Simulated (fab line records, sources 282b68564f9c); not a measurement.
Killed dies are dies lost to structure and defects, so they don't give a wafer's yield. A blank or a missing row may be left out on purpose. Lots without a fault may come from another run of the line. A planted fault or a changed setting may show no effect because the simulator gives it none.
Which tool did it? | flow rit_cmos | 14 lots, 42 wafers sampled, at 4 steps of a route of 202

WHAT THE GAUGES READ, wafer by wafer
RIT_WELLDRIVE_RS_MEAS_01: measures by four-point-probe.
lot  | measured    | on            | NWELL_RS (ohm/sq)
L375 | day 2 10:40 | film_metro-02 | 275.6 275.8 275.9
L376 | day 2 15:44 | film_metro-02 | 275.0 274.6 274.8
L378 | day 3 04:08 | film_metro-01 | 274.7 275.4 275.4
L379 | day 3 08:14 | film_metro-01 | 274.5 275.1 275.0
L380 | day 3 15:49 | film_metro-01 | 274.4 274.7 275.0
L381 | day 3 19:45 | film_metro-03 | 277.5 277.3 277.7
L382 | day 3 22:11 | film_metro-03 | 276.7 275.7 276.2
L383 | day 4 06:29 | film_metro-01 | 282.6 282.2 282.7
L384 | day 4 10:11 | film_metro-02 | 282.4 282.8 282.0
L385 | day 4 12:34 | film_metro-02 | 274.7 274.6 273.6
L389 | day 5 10:29 | film_metro-02 | 275.1 274.8 275.7
L392 | day 6 05:57 | film_metro-01 | 275.5 274.9 275.4
L394 | day 6 19:44 | film_metro-02 | 275.9 275.8 275.3
L396 | day 7 07:14 | film_metro-02 | 276.0 276.2 275.8

RIT_GATE_CD_MEAS_16: target cd 150 nm.
lot  | measured    | on        | cd_nm (nm)
L375 | day 2 20:43 | cd_sem-01 | 148.5 148.7 150.7
L376 | day 2 23:36 | cd_sem-02 | 150.4 154.1 152.5
L378 | day 3 14:02 | cd_sem-02 | 149.7 148.8 148.8
L379 | day 3 17:15 | cd_sem-02 | 148.2 149.0 148.8
L380 | day 4 02:22 | cd_sem-02 | 144.4 148.2 146.8
L381 | day 4 04:07 | cd_sem-01 | 150.4 151.9 150.9
L382 | day 4 06:16 | cd_sem-01 | 150.9 151.2 152.0
L383 | day 4 16:59 | cd_sem-01 | 148.7 148.6 149.1
L384 | day 4 19:30 | cd_sem-01 | 150.9 150.9 149.0
L385 | day 4 20:46 | cd_sem-01 | 150.7 150.1 150.5
L389 | day 6 00:15 | cd_sem-01 | 151.5 152.5 148.7
L392 | day 6 21:14 | cd_sem-01 | 152.8 153.4 154.9
L394 | day 7 14:57 | cd_sem-02 | 149.2 149.9 150.6
L396 | day 7 20:09 | cd_sem-02 | 150.1 153.3 152.6

RIT_PSD_OVL_MEAS_06.
lot  | measured    | on         | PSD_OVL (nm)
L375 | day 3 12:05 | overlay-01 | 3.6 3.2 2.8
L376 | day 3 13:52 | overlay-02 | 0.9 2.6 2.7
L378 | day 4 02:13 | overlay-01 | -0.3 1.3 0.1
L379 | day 4 07:32 | overlay-02 | -0.2 0.5 -0.8
L380 | day 4 14:14 | overlay-02 | 0.4 1.0 -0.3
L381 | day 4 17:16 | overlay-01 | -1.5 0.9 1.2
L382 | day 4 19:25 | overlay-01 | -2.8 -1.9 -1.7
L383 | day 5 04:55 | overlay-02 | 1.1 2.3 0.8
L384 | day 5 08:48 | overlay-01 | -0.2 0.1 0.4
L385 | day 5 09:14 | overlay-01 | -0.7 -0.5 -1.2
L389 | day 6 16:46 | overlay-02 | 0.5 2.6 2.9
L392 | day 7 13:59 | overlay-01 | -0.4 1.4 0.6
L394 | day 8 04:13 | overlay-02 | 0.8 0.9 2.1
L396 | day 8 12:29 | overlay-02 | 0.6 -0.2 0.1

WHICH TOOL RAN EACH LOT (tool, then ch and the chambers of the sampled wafers, then the start)
lot  | RIT_NWELL_IMPLANT_08
L375 | implanter-01 ch 0, day 2 03:09
L376 | implanter-01 ch 0, day 2 07:41
L378 | implanter-03 ch 0, day 2 19:21
L379 | implanter-02 ch 0, day 2 23:16
L380 | implanter-01 ch 0, day 3 08:49
L381 | implanter-02 ch 0, day 3 11:24
L382 | implanter-03 ch 0, day 3 14:44
L383 | implanter-02 ch 0, day 3 23:17
L384 | implanter-02 ch 0, day 4 01:53
L385 | implanter-03 ch 0, day 4 04:52
L389 | implanter-01 ch 0, day 5 03:28
L392 | implanter-03 ch 0, day 5 21:13
L394 | implanter-01 ch 0, day 6 08:43
L396 | implanter-02 ch 0, day 6 19:16
- RIT_NWELL_IMPLANT_08

WHAT THE TOOLS THEMSELVES READ (means of the sampled wafers that have a number; where no wafer has one, the mark that the record gives instead)
RIT_NWELL_IMPLANT_08.
lot  | tool         | dose_ions_cm2
L375 | implanter-01 | 4.999e+13
L376 | implanter-01 | 4.996e+13
L378 | implanter-03 | 4.997e+13
L379 | implanter-02 | 4.998e+13
L380 | implanter-01 | 5.000e+13
L381 | implanter-02 | 5.004e+13
L382 | implanter-03 | 4.999e+13
L383 | implanter-02 | 4.805e+13
L384 | implanter-02 | 4.807e+13
L385 | implanter-03 | 5.002e+13
L389 | implanter-01 | 4.995e+13
L392 | implanter-03 | 5.007e+13
L394 | implanter-01 | 4.999e+13
L396 | implanter-02 | 5.008e+13

THE ANSWER, worked out from the rows above alone
Rule: what is usual is taken from the lots themselves. Put in order of their means at a reading, lots are off if they are a third of the lots or fewer, leave a main group of 4 or more, and stand apart from it by a gap of 3 or more times the standard deviation of the main group's means; of several such gaps the widest counts. A main group whose means are all the same, to the digits that the tables above print for the reading, isn't used. A lot without any number at a reading at which 4 lots or more have one is off too. The other lots that the step has rows for count as sound. The gauges are gone through in route order, then the tools' own readings, and for those a lot's mean is taken as printed above. The first step at which some lot is off is used, and at that step the reading that is off furthest; a lot without a number counts as furthest.
Off: L383, L384, at RIT_WELLDRIVE_RS_MEAS_01 (NWELL_RS). The main group: mean 275.5 ohm/sq, standard deviation 0.82.
A tool fits if, at a process step before that reading, it ran every lot that is off, and no sound lot after the first of them. The gauges at RIT_WELLDRIVE_RS_MEAS_01 aren't tried: what is off there is off at RIT_NWELL_IMPLANT_08 too, on other tools, and a gauge's error can't cause that. None of those tried fits.

WHAT THE SIMULATOR HAD PUT IN
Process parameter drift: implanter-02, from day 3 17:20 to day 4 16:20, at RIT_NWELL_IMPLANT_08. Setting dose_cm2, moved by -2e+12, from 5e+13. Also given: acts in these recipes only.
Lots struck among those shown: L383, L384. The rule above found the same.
